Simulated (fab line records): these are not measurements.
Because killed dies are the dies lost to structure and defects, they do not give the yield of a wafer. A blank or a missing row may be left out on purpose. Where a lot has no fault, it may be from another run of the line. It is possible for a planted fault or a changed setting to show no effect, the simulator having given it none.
fab line records    flow ritCmos    part 1 of 2: steps 1 to 30 of 32
record: lots: 5  wafers: 23
route steps=202 shown ACTIVE@2 FOX2@23 NWELL@30 PWELL@48 WELLDRIVE@50 PRETRO@65 GATE@78 M1@202
startH: start of the lot's first displayed wafer, in hours after the record's first day    waitH: time in hours since the lot's previous step    " the same as in the row above    L1.1+2: a row that stands for several wafers    - no value, or no start given    * or withheld: withheld    < > ~ a bound
route shown NAME@n: NAME is a module with steps in the file, n the number in the route of the first one    usual: average and standard deviation across the fault-free wafers    same: alike in all rows    chamber/n: place in a boat    sites: the reading at each site    _std_site: standard deviation of those values    _edge_site: outer sites' mean less inner sites'    radiusMm: for every site, how far away it sits from the centre of the wafer    mask NAME#n: copy n    behind: tool/chamber where the wafer was last shaped    hold: reason for holding the lot/hours on hold/outcome of the hold    device: whichever transistor did not switch (one of n, p or np)    end of line: at the end of the route, the tests of the same wafers    for a step that has no rows: nothing shown but its recipe    killed: not the wafer's yield, but the dies lost to structure and defects at the first sort    map: a wafer's dies, marking killed ones x, the rest . and places with no die _
set.NAME: the setting that was run; set.NAME@STEP: the one run at that earlier step    model.NAME: the simulator's own value behind a step, which no gauge read
lots where settings were altered on purpose, with a table for each step and a row for each wafer
== steps ==
step: RIT_ACTIVE_OXIDATION_01
recipe: tempC: 1000  ambient: O2  targetThkA: 468  oxTimeS: 3360
lot.wafer  tool        chamber  startH  waitH  set.tempC  model.SiO2_of_ACTIVE_OXIDATION_01.thkNm
L075.1     -           -        -       0.6    1027       60.04
L075.2     "           -        "       "      1027       60.41
L075.3     "           -        "       "      1027       60.32
L075.5     "           -        "       "      1027       60.01
L075.6     "           -        "       "      1027       60.3
L076.1     -           -        -       1.7    981.3      38.43
L076.2     "           -        "       "      981.3      39
L076.4     "           -        "       "      981.3      38.97
L076.5     "           -        "       "      981.3      39.03
L076.6     "           -        "       "      981.3      39.4
L077.1     -           -        -       0.1    1008       49.06
L077.2     "           -        "       "      1008       48.78
L077.4     "           -        "       "      1008       48.65
L077.5     "           -        "       "      1008       48.44
L077.6     "           -        "       "      1008       48.19
L081.1     -           -        -       0.1    1017       54.26
L081.3     "           -        "       "      1017       54.78
L081.4     "           -        "       "      1017       54.73
L081.5     "           -        "       "      1017       54.64
L081.6     "           -        "       "      1017       54.45
L082.1     furnace-03  0        51.86   1.8    1000       46.71
L082.4     "           0        "       "      1000       47.36
L082.6     "           0        "       "      1000       47.95
step: RIT_ACTIVE_THK_MEAS_02
recipe: reads: SiO2_of_ACTIVE_OXIDATION_01
usual: ACTIVE_OXIDE_THK: 46.6/0.81
lot.wafer  tool          chamber  startH  waitH  set.tempC@ACTIVE_OXIDATION_01  ACTIVE_OXIDE_THK[nm]
L075.1     filmMetro-02  -        -       -      1027                           60.1
L075.2     "             -        "       "      1027                           60.4
L075.3     "             -        "       "      1027                           60.3
L075.5     "             -        "       "      1027                           60.0
L075.6     "             -        "       "      1027                           60.3
L076.1     filmMetro-02  -        -       -      981.3                          38.4
L076.2     "             -        "       "      981.3                          39.0
L076.4     "             -        "       "      981.3                          38.9
L076.5     "             -        "       "      981.3                          39.0
L076.6     "             -        "       "      981.3                          39.4
L077.1     filmMetro-03  -        -       -      1008                           49.0
L077.2     "             -        "       "      1008                           48.8
L077.4     "             -        "       "      1008                           48.7
L077.5     "             -        "       "      1008                           48.4
L077.6     "             -        "       "      1008                           48.1
L081.1     filmMetro-03  -        -       -      1017                           54.3
L081.3     "             -        "       "      1017                           54.8
L081.4     "             -        "       "      1017                           54.7
L081.5     "             -        "       "      1017                           54.7
L081.6     "             -        "       "      1017                           54.4
L082.1     filmMetro-02  -        53.79   0.0    1000                           46.7
L082.4     "             -        "       "      1000                           47.4
L082.6     "             -        "       "      1000                           48.0
step: RIT_ACTIVE_EXPOSE_08
recipe: maskId: M1  na: 0.6  sourceShape: conventional  sigmaOuter: 0.6  targetCdNm: 1400  doseMj: 225
lot.wafer       tool             chamber  startH  waitH  mask  set.doseMj
L075.1+2+3+5+6  ilineStepper-01  0        19.84   0.1    M1#0  225
L076.1+4+5      ilineStepper-01  0        25.68   0.1    M1#0  225
L076.2+6        "                0        "       "      M1#0  220
L077.1+2+6      ilineStepper-02  0        29.23   0.3    M1#0  240.7
L077.4+5        "                0        "       "      M1#0  225
L081.1+3+4+5+6  ilineStepper-01  0        49.16   0.2    M1#0  225
L082.1+4+6      ilineStepper-01  0        55.78   0.1    M1#0  225
step: RIT_ACTIVE_PEB_09
recipe: resist: NOVOLAK  tempC: withheld  timeS: withheld
step: RIT_ACTIVE_DEVELOP_10
recipe: resist: NOVOLAK  developTimeS: 50  devTempC: 23
step: RIT_ACTIVE_CD_MEAS_11
recipe: targetCdNm: 1400
usual: cdNm: 1399.6/1.8
lot.wafer  tool      chamber  startH  waitH  set.doseMj@ACTIVE_EXPOSE_08  cdNm
L075.1     cdSem-01  -        20.24   -      225                          1401.4
L075.2     "         -        "       "      225                          1400.1
L075.3     "         -        "       "      225                          1399.7
L075.5     "         -        "       "      225                          1398.7
L075.6     "         -        "       "      225                          1401.9
L076.1     cdSem-02  -        26.08   -      225                          1401.7
L076.2     "         -        "       "      220                          1410.4
L076.4     "         -        "       "      225                          1403.6
L076.5     "         -        "       "      225                          1402.9
L076.6     "         -        "       "      220                          1408.4
L077.1     cdSem-01  -        29.83   -      240.7                        1381.2
L077.2     "         -        "       "      240.7                        1381.6
L077.4     "         -        "       "      225                          1398.9
L077.5     "         -        "       "      225                          1398.6
L077.6     "         -        "       "      240.7                        1380.2
L081.1     cdSem-01  -        49.56   -      225                          1402.0
L081.3     "         -        "       "      225                          1400.4
L081.4     "         -        "       "      225                          1400.0
L081.5     "         -        "       "      225                          1399.1
L081.6     "         -        "       "      225                          1399.8
L082.1     cdSem-02  -        56.18   -      225                          1399.9
L082.4     "         -        "       "      225                          1399.9
L082.6     "         -        "       "      225                          1397.1
step: RIT_ACTIVE_ETCH_13
recipe: stopOn: SiO2  chemistry: SF6  target: Si3N4  timeS: 210  overEtchFrac: 0.4  SF6_flow_sccm: 200  pressureMtorr: 260  rfW: 125  targetDepthA: 2100
lot.wafer   tool        chamber  startH  waitH  set.pressureMtorr  set.doseMj@ACTIVE_EXPOSE_08  model.ACTIVE.cdNm
L075.1      rieDiel-01  2        20.51   0.1    260                225                          1401
L075.2+3    "           1,0      "       "      260                225                          1400
L075.5      "           3        "       "      260                225                          1399
L075.6      "           2        "       "      260                225                          1402
L076.1      rieDiel-03  2        26.35   0.1    277.2              225                          1402
L076.2      "           0        "       "      277.2              220                          1411
L076.4      "           1        "       "      277.2              225                          1404
L076.5      "           3        "       "      277.2              225                          1403
L076.6      "           2        "       "      277.2              220                          1409
L077.1+2    rieDiel-01  2,0      30.10   0.1    288.5              240.7                        1381
L077.4      "           3        "       "      288.5              225                          1399
L077.5      "           2        "       "      288.5              225                          1398
L077.6      "           1        "       "      288.5              240.7                        1380
L081.1      rieDiel-02  0        49.83   0.1    279.7              225                          1402
L081.3+4+6  "           3,2,2    "       "      279.7              225                          1400
L081.5      "           1        "       "      279.7              225                          1399
L082.1+4    rieDiel-03  2,3      56.45   0.1    260                225                          1400
L082.6      "           1        "       "      260                225                          1397
step: RIT_ACTIVE_STRIP_14
recipe: chemistry: O2  timeS: 180  resist: NOVOLAK  platenTempC: withheld  powerW: 500  pressureMtorr: 4000  o2FlowSccm: 4000
step: RIT_ACTIVE_CD_MEAS_90
recipe: targetCdNm: 1400
usual: cdNm: 1399.6/1.9
lot.wafer  tool      chamber  startH  waitH  set.doseMj@ACTIVE_EXPOSE_08  cdNm
L075.1     cdSem-02  -        20.81   0.1    225                          1400.8
L075.2     "         -        "       "      225                          1399.8
L075.3     "         -        "       "      225                          1399.2
L075.5     "         -        "       "      225                          1398.4
L075.6     "         -        "       "      225                          1402.2
L076.1     cdSem-01  -        26.66   0.1    225                          1401.7
L076.2     "         -        "       "      220                          1410.6
L076.4     "         -        "       "      225                          1404.1
L076.5     "         -        "       "      225                          1402.5
L076.6     "         -        "       "      220                          1408.4
L077.1     cdSem-01  -        30.41   0.1    240.7                        1381.2
L077.2     "         -        "       "      240.7                        1380.9
L077.4     "         -        "       "      225                          1399.2
L077.5     "         -        "       "      225                          1397.8
L077.6     "         -        "       "      240.7                        1380.3
L081.1     cdSem-01  -        50.14   0.1    225                          1402.0
L081.3     "         -        "       "      225                          1399.5
L081.4     "         -        "       "      225                          1399.8
L081.5     "         -        "       "      225                          1398.9
L081.6     "         -        "       "      225                          1400.0
L082.1     cdSem-02  -        56.76   0.1    225                          1400.1
L082.4     "         -        "       "      225                          1400.1
L082.6     "         -        "       "      225                          1397.1
step: RIT_FOX2_OXIDATION_00
recipe: tempC: 1100  ambient: H2O  targetThkA: 3507  pH2oTorr: 720  oxTimeS: 1130
lot.wafer  tool        chamber  startH  waitH  set.tempC  model.SiO2_of_FOX2_OXIDATION_00.thkNm
L075.1     -           -        -       0.8    1120       381.7
L075.2     "           -        "       "      1120       385.9
L075.3     "           -        "       "      1120       380.5
L075.5     "           -        "       "      1120       375.5
L075.6     "           -        "       "      1120       385.8
L076.1     -           -        -       0.0    1100       354.3
L076.2     "           -        "       "      1100       354.5
L076.4     "           -        "       "      1100       351.3
L076.5     "           -        "       "      1100       353.4
L076.6     "           -        "       "      1100       352.9
L077.1     -           -        -       3.6    1114       374.7
L077.2     "           -        "       "      1114       365.1
L077.4     "           -        "       "      1114       370
L077.5     "           -        "       "      1114       372
L077.6     "           -        "       "      1114       367.4
L081.1     -           -        -       0.0    1100       347
L081.3     "           -        "       "      1100       348
L081.4     "           -        "       "      1100       345.3
L081.5     "           -        "       "      1100       344.5
L081.6     "           -        "       "      1100       350.8
L082.1     furnace-04  0        59.06   0.0    1100       351.8
L082.4     "           0        "       "      1100       357.4
L082.6     "           0        "       "      1100       351.2
step: RIT_FOX2_THK_MEAS_01
recipe: reads: SiO2_of_FOX2_OXIDATION_00
usual: FOX2_OXIDE_THK: 350/5
lot.wafer  tool          chamber  startH  waitH  set.tempC@FOX2_OXIDATION_00  FOX2_OXIDE_THK[nm]
L075.1     filmMetro-03  -        -       -      1120                         382
L075.2     "             -        "       "      1120                         386
L075.3     "             -        "       "      1120                         381
L075.5     "             -        "       "      1120                         375
L075.6     "             -        "       "      1120                         386
L076.1     filmMetro-02  -        -       -      1100                         354
L076.2     "             -        "       "      1100                         355
L076.4     "             -        "       "      1100                         351
L076.5     "             -        "       "      1100                         353
L076.6     "             -        "       "      1100                         353
L077.1     filmMetro-02  -        -       -      1114                         375
L077.2     "             -        "       "      1114                         365
L077.4     "             -        "       "      1114                         370
L077.5     "             -        "       "      1114                         372
L077.6     "             -        "       "      1114                         368
L081.1     filmMetro-04  -        -       -      1100                         347
L081.3     "             -        "       "      1100                         348
L081.4     "             -        "       "      1100                         345
L081.5     "             -        "       "      1100                         344
L081.6     "             -        "       "      1100                         351
L082.1     filmMetro-04  -        60.37   0.0    1100                         352
L082.4     "             -        "       "      1100                         358
L082.6     "             -        "       "      1100                         351
step: RIT_FOX2_CLEAN_02
recipe: chemistry: dHF  dilution: 50:1  timeS: 180
step: RIT_FOX2_WET_ETCH_03
recipe: chemistry: H3PO4  target: Si3N4  targetDepthNm: 195  tempC: 165  timeS: 2700
lot.wafer  tool         chamber  startH  waitH  set.tempC@ACTIVE_OXIDATION_01  model.SiO2_of_ACTIVE_OXIDATION_01.thkNm
L075.1     wetBench-03  0        26.44   0.0    1027                           53.37
L075.2     "            0        "       "      1027                           51.99
L075.3     "            0        "       "      1027                           53.35
L075.5     "            0        "       "      1027                           53.47
L075.6     "            0        "       "      1027                           53.61
L076.1     wetBench-04  1        30.10   0.0    981.3                          34.14
L076.2     "            1        "       "      981.3                          34.66
L076.4     "            1        "       "      981.3                          33.66
L076.5     "            1        "       "      981.3                          32.11
L076.6     "            1        "       "      981.3                          34.97
L077.1     wetBench-01  2        41.10   0.0    1008                           42.67
L077.2     "            2        "       "      1008                           42.2
L077.4     "            2        "       "      1008                           42.58
L077.5     "            2        "       "      1008                           42.14
L077.6     "            2        "       "      1008                           40.2
L081.1     wetBench-04  1        56.37   0.0    1017                           47.28
L081.3     "            1        "       "      1017                           46.09
L081.4     "            1        "       "      1017                           48.65
L081.5     "            1        "       "      1017                           48.74
L081.6     "            1        "       "      1017                           48.36
L082.1     wetBench-03  3        60.50   0.0    1000                           41.42
L082.4     "            3        "       "      1000                           39.92
L082.6     "            3        "       "      1000                           42.09
step: RIT_FOX2_THK_MEAS_90
recipe: reads: SiO2_of_FOX2_OXIDATION_00
usual: FIELD_OXIDE_LEFT_1_THK: 323/4.9
lot.wafer  tool          chamber  startH  waitH  set.tempC@FOX2_OXIDATION_00  FIELD_OXIDE_LEFT_1_THK[nm]
L075.1     filmMetro-02  -        27.20   0.0    1120                         355
L075.2     "             -        "       "      1120                         359
L075.3     "             -        "       "      1120                         354
L075.5     "             -        "       "      1120                         349
L075.6     "             -        "       "      1120                         359
L076.1     filmMetro-03  -        30.86   0.0    1100                         327
L076.2     "             -        "       "      1100                         327
L076.4     "             -        "       "      1100                         324
L076.5     "             -        "       "      1100                         326
L076.6     "             -        "       "      1100                         325
L077.1     filmMetro-02  -        41.93   0.0    1114                         347
L077.2     "             -        "       "      1114                         338
L077.4     "             -        "       "      1114                         343
L077.5     "             -        "       "      1114                         345
L077.6     "             -        "       "      1114                         340
L081.1     filmMetro-04  -        57.12   0.0    1100                         320
L081.3     "             -        "       "      1100                         321
L081.4     "             -        "       "      1100                         318
L081.5     "             -        "       "      1100                         318
L081.6     "             -        "       "      1100                         324
L082.1     filmMetro-02  -        61.25   0.0    1100                         324
L082.4     "             -        "       "      1100                         330
L082.6     "             -        "       "      1100                         324
step: RIT_NWELL_SOFTBAKE_02
recipe: resist: NOVOLAK  tempC: 90  timeS: 60
lot.wafer       tool           chamber  startH  waitH  set.tempC
L075.1+2+3+5+6  lithoTrack-01  0        27.56   0.1    90
L076.1+4+6      lithoTrack-03  0        31.22   0.1    86.79
L076.2+5        "              0        "       "      90
L077.1+5+6      lithoTrack-03  0        42.29   0.1    92.08
L077.2+4        "              0        "       "      90
L081.1+4+5      lithoTrack-03  0        57.48   0.1    90
L081.3+6        "              0        "       "      93.22
L082.1+4+6      lithoTrack-04  0        61.67   0.1    90
step: RIT_NWELL_EXPOSE_03
recipe: maskId: M2  na: 0.57  targetCdNm: 43900  doseMj: 250
step: RIT_NWELL_PEB_04
recipe: resist: NOVOLAK  tempC: withheld  timeS: withheld
step: RIT_NWELL_DEVELOP_05
recipe: resist: NOVOLAK  developTimeS: 68  devTempC: 23
lot.wafer  tool           chamber  startH  waitH  set.tempC@NWELL_SOFTBAKE_02  model.NOVOLAK_of_NWELL_COAT_01.thkNm
L075.1     lithoTrack-04  0        -       -      90                           1296
L075.2     "              0        "       "      90                           1295
L075.3     "              0        "       "      90                           1292
L075.5     "              0        "       "      90                           1294
L075.6     "              0        "       "      90                           1293
L076.1+4   lithoTrack-01  0        -       -      86.79                        1297
L076.2+5   "              0        "       "      90                           1287
L076.6     "              0        "       "      86.79                        1296
L077.1     lithoTrack-03  0        -       -      92.08                        1279
L077.2     "              0        "       "      90                           1289
L077.4     "              0        "       "      90                           1291
L077.5     "              0        "       "      92.08                        1284
L077.6     "              0        "       "      92.08                        1282
L081.1     lithoTrack-04  0        -       -      90                           1298
L081.3     "              0        "       "      93.22                        1284
L081.4     "              0        "       "      90                           1294
L081.5     "              0        "       "      90                           1297
L081.6     "              0        "       "      93.22                        1287
L082.1     lithoTrack-01  0        -       -      90                           1289
L082.4     "              0        "       "      90                           1292
L082.6     "              0        "       "      90                           1288
step: RIT_NWELL_IMPLANT_08
recipe: species: P  energyKev: 170  doseCm2: 5e+13  tiltDeg: 7
lot.wafer       tool          chamber  startH  waitH  set.doseCm2
L075.1+2+3+5+6  implanter-02  0        28.43   0.2    5e+13
L076.1+5        implanter-02  0        32.21   0.2    5e+13
L076.2+4+6      "             0        "       "      5.249e+13
L077.1+5        implanter-03  0        43.23   0.2    5e+13
L077.2+4+6      "             0        "       "      5.187e+13
L081.1+3+6      implanter-03  0        58.48   0.2    5e+13
L081.4+5        "             0        "       "      5.272e+13
L082.1+4+6      implanter-03  0        62.66   0.2    5e+13
step: RIT_NWELL_STRIP_09
recipe: chemistry: O2  timeS: 180  resist: NOVOLAK  platenTempC: withheld  powerW: 500  pressureMtorr: 4000  o2FlowSccm: 4000
step: RIT_NWELL_TW_MEAS_10
usual: NWELL_TW: 2156/17
lot.wafer  tool          chamber  startH  waitH  set.doseCm2@NWELL_IMPLANT_08  NWELL_TW
L075.1     filmMetro-04  -        28.75   0.1    5e+13                         2165
L075.2     "             -        "       "      5e+13                         2176
L075.3     "             -        "       "      5e+13                         2176
L075.5     "             -        "       "      5e+13                         2176
L075.6     "             -        "       "      5e+13                         2169
L076.1     filmMetro-04  -        32.54   0.1    5e+13                         2173
L076.2     "             -        "       "      5.249e+13                     2199
L076.4     "             -        "       "      5.249e+13                     2196
L076.5     "             -        "       "      5e+13                         2173
L076.6     "             -        "       "      5.249e+13                     2196
L077.1     filmMetro-01  -        43.56   0.1    5e+13                         2161
L077.2     "             -        "       "      5.187e+13                     2173
L077.4     "             -        "       "      5.187e+13                     2173
L077.5     "             -        "       "      5e+13                         2144
L077.6     "             -        "       "      5.187e+13                     2174
L081.1     filmMetro-03  -        58.80   0.1    5e+13                         2141
L081.3     "             -        "       "      5e+13                         2130
L081.4     "             -        "       "      5.272e+13                     2179
L081.5     "             -        "       "      5.272e+13                     2176
L081.6     "             -        "       "      5e+13                         2131
L082.1     filmMetro-04  -        62.99   0.1    5e+13                         2174
L082.4     "             -        "       "      5e+13                         2182
L082.6     "             -        "       "      5e+13                         2168
step: RIT_PWELL_STRIP_09
recipe: chemistry: O2  timeS: 180  resist: NOVOLAK  platenTempC: withheld  powerW: 500  pressureMtorr: 4000  o2FlowSccm: 4000
lot.wafer       tool            chamber    startH  waitH  set.o2FlowSccm
L075.1+2+3+5+6  plasmaAsher-01  0,1,0,1,0  30.39   0.1    4000
L076.1+2+4      plasmaAsher-02  0,1,1      34.04   0.1    3429
L076.5+6        "               0,1        "       "      4000
L077.1+4        plasmaAsher-02  1          45.16   0.1    4000
L077.2+5+6      "               0,1,0      "       "      3455
L081.1+5        plasmaAsher-01  1,0        60.31   0.1    4477
L081.3+4+6      "               1,0,1      "       "      4000
L082.1+4+6      plasmaAsher-01  1,1,0      64.44   0.1    4000
step: RIT_WELLDRIVE_ANNEAL_00
recipe: tempC: 1100  timeS: 14700  ambient: N2
step: RIT_WELLDRIVE_RS_MEAS_01
recipe: thkMeasGauge: four-point-probe
usual: NWELL_RS: 275.3/0.67
lot.wafer  tool          chamber  startH  waitH  set.doseCm2@NWELL_IMPLANT_08  NWELL_RS[ohm/sq]
L075.1     filmMetro-03  -        38.10   0.0    5e+13                         275.3
L075.2     "             -        "       "      5e+13                         275.1
L075.3     "             -        "       "      5e+13                         275.0
L075.5     "             -        "       "      5e+13                         275.0
L075.6     "             -        "       "      5e+13                         275.9
L076.1     filmMetro-01  -        40.64   0.0    5e+13                         275.1
L076.2     "             -        "       "      5.249e+13                     266.2
L076.4     "             -        "       "      5.249e+13                     266.9
L076.5     "             -        "       "      5e+13                         274.8
L076.6     "             -        "       "      5.249e+13                     266.6
L077.1     filmMetro-01  -        50.89   0.0    5e+13                         276.8
L077.2     "             -        "       "      5.187e+13                     270.6
L077.4     "             -        "       "      5.187e+13                     270.6
L077.5     "             -        "       "      5e+13                         277.0
L077.6     "             -        "       "      5.187e+13                     270.6
L081.1     filmMetro-04  -        65.63   0.0    5e+13                         275.4
L081.3     "             -        "       "      5e+13                         275.6
L081.4     "             -        "       "      5.272e+13                     267.3
L081.5     "             -        "       "      5.272e+13                     266.5
L081.6     "             -        "       "      5e+13                         276.8
L082.1     filmMetro-01  -        71.94   0.0    5e+13                         275.7
L082.4     "             -        "       "      5e+13                         275.1
L082.6     "             -        "       "      5e+13                         275.2
step: RIT_PRETRO_COAT_01
recipe: resist: NOVOLAK  spinRpm: 2000  resistThkNm: 1300
lot.wafer  tool           chamber  startH  waitH  set.spinRpm  model.NOVOLAK_of_PRETRO_COAT_01.thkNm
L075.1     lithoTrack-02  0        40.04   0.1    2102         1268
L075.2     "              0        "       "      2000         1298
L075.3     "              0        "       "      2000         1302
L075.5     "              0        "       "      2000         1300
L075.6     "              0        "       "      2102         1272
L076.1     lithoTrack-01  0        42.71   0.1    2000         1298
L076.2     "              0        "       "      2000         1299
L076.4+6   "              0        "       "      1866         1347
L076.5     "              0        "       "      1866         1348
L077.1+2   lithoTrack-01  0        53.11   0.1    2000         1302
L077.4     "              0        "       "      2000         1299
L077.5     "              0        "       "      2000         1301
L077.6     "              0        "       "      2000         1303
L081.1     lithoTrack-01  0        67.57   0.1    2000         1307
L081.3     "              0        "       "      2000         1304
L081.4     "              0        "       "      2000         1302
L081.5+6   "              0        "       "      2000         1305
L082.1     lithoTrack-04  0        73.88   0.1    2000         1296
L082.4     "              0        "       "      2000         1295
L082.6     "              0        "       "      2000         1302
step: RIT_PRETRO_HARDBAKE_07
recipe: resist: NOVOLAK  tempC: 140  timeS: 120
lot.wafer  tool           chamber  startH  waitH  set.tempC  set.spinRpm@PRETRO_COAT_01  model.NOVOLAK_of_PRETRO_COAT_01.thkNm
L075.1     lithoTrack-01  0        40.81   0.0    142        2102                        1107
L075.2     "              0        "       "      142        2000                        1132
L075.3     "              0        "       "      140        2000                        1139
L075.5     "              0        "       "      140        2000                        1137
L075.6     "              0        "       "      142        2102                        1110
L076.1     lithoTrack-01  0        43.60   0.0    136.2      2000                        1143
L076.2     "              0        "       "      140        2000                        1136
L076.4+6   "              0        "       "      136.2      1866                        1185
L076.5     "              0        "       "      140        1866                        1179
L077.1+5   lithoTrack-01  0        54.00   0.0    140        2000                        1138
L077.2     "              0        "       "      140        2000                        1139
L077.4     "              0        "       "      140        2000                        1136
L077.6     "              0        "       "      140        2000                        1140
L081.1     lithoTrack-01  0        68.34   0.0    140        2000                        1143
L081.3+5   "              0        "       "      140        2000                        1141
L081.4     "              0        "       "      141.2      2000                        1136
L081.6     "              0        "       "      141.2      2000                        1140
L082.1     lithoTrack-04  0        74.65   0.0    140        2000                        1134
L082.4     "              0        "       "      140        2000                        1133
L082.6     "              0        "       "      140        2000                        1139
step: RIT_PRETRO_IMPLANT_08
recipe: species: B  energyKev: 45.86  doseCm2: 1.2e+13  tiltDeg: 7
step: RIT_PRETRO_STRIP_09
recipe: chemistry: O2  timeS: 180  resist: NOVOLAK  platenTempC: withheld  powerW: 500  pressureMtorr: 4000  o2FlowSccm: 4000
step: RIT_GATE_CLEAN_03
recipe: chemistry: SC2  mix: 3:3:50  timeS: 600  tempC: 75  dry: n2Spin
step: RIT_GATE_CLEAN_04
recipe: chemistry: dHF  dilution: 50:1  timeS: 60  dry: n2Spin
== key ==
split: step: RIT_ACTIVE_OXIDATION_01  setting: tempC  stated: 1000  by: lot
response: step: RIT_ACTIVE_OXIDATION_01  reading: model.SiO2_of_ACTIVE_OXIDATION_01.thkNm  change: +4.56  per: 1%  r: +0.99
response: step: RIT_ACTIVE_THK_MEAS_02  reading: ACTIVE_OXIDE_THK  change: +4.56  per: 1%  r: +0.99
response: step: RIT_FOX2_WET_ETCH_03  reading: model.SiO2_of_ACTIVE_OXIDATION_01.thkNm  change: +4.12  per: 1%  r: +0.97
response: step: RIT_M1_PROBE_99  reading: model.etest.pldd.widthNm  change: -58.5  per: 1%  r: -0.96
split: step: RIT_ACTIVE_EXPOSE_08  setting: doseMj  stated: 225  by: wafer
response: step: RIT_ACTIVE_CD_MEAS_11  reading: cdNm  change: -2.59  per: 1%  r: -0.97
response: step: RIT_ACTIVE_ETCH_13  reading: model.ACTIVE.cdNm  change: -2.59  per: 1%  r: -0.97
response: step: RIT_ACTIVE_CD_MEAS_90  reading: cdNm  change: -2.58  per: 1%  r: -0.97
split: step: RIT_ACTIVE_ETCH_13  setting: pressureMtorr  stated: 260  by: lot
response none clear
split: step: RIT_FOX2_OXIDATION_00  setting: tempC  stated: 1100  by: lot
response: step: RIT_FOX2_OXIDATION_00  reading: model.SiO2_of_FOX2_OXIDATION_00.thkNm  change: +16.4  per: 1%  r: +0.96
response: step: RIT_FOX2_THK_MEAS_01  reading: FOX2_OXIDE_THK  change: +16.4  per: 1%  r: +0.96
response: step: RIT_FOX2_THK_MEAS_90  reading: FIELD_OXIDE_LEFT_1_THK  change: +16.4  per: 1%  r: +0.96
response: step: RIT_FOX2_THK_MEAS_91  reading: FIELD_OXIDE_LEFT_2_THK  change: +16.2  per: 1%  r: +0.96
split: step: RIT_NWELL_SOFTBAKE_02  setting: tempC  stated: 90  by: wafer
response: step: RIT_NWELL_DEVELOP_05  reading: model.NOVOLAK_of_NWELL_COAT_01.thkNm  change: -2.96  per: 1%  r: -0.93
split: step: RIT_NWELL_IMPLANT_08  setting: doseCm2  stated: 5e+13  by: wafer
response: step: RIT_NWELL_TW_MEAS_10  reading: NWELL_TW  change: +6.33  per: 1%  r: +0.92
response: step: RIT_WELLDRIVE_RS_MEAS_01  reading: NWELL_RS  change: -1.67  per: 1%  r: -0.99
split: step: RIT_PWELL_STRIP_09  setting: o2FlowSccm  stated: 4000  by: wafer
response none clear
split: step: RIT_PRETRO_COAT_01  setting: spinRpm  stated: 2000  by: wafer
response: step: RIT_PRETRO_COAT_01  reading: model.NOVOLAK_of_PRETRO_COAT_01.thkNm  change: -6.77  per: 1%  r: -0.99
response: step: RIT_PRETRO_HARDBAKE_07  reading: model.NOVOLAK_of_PRETRO_COAT_01.thkNm  change: -6.11  per: 1%  r: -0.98
split: step: RIT_PRETRO_HARDBAKE_07  setting: tempC  stated: 140  by: wafer
response none clear
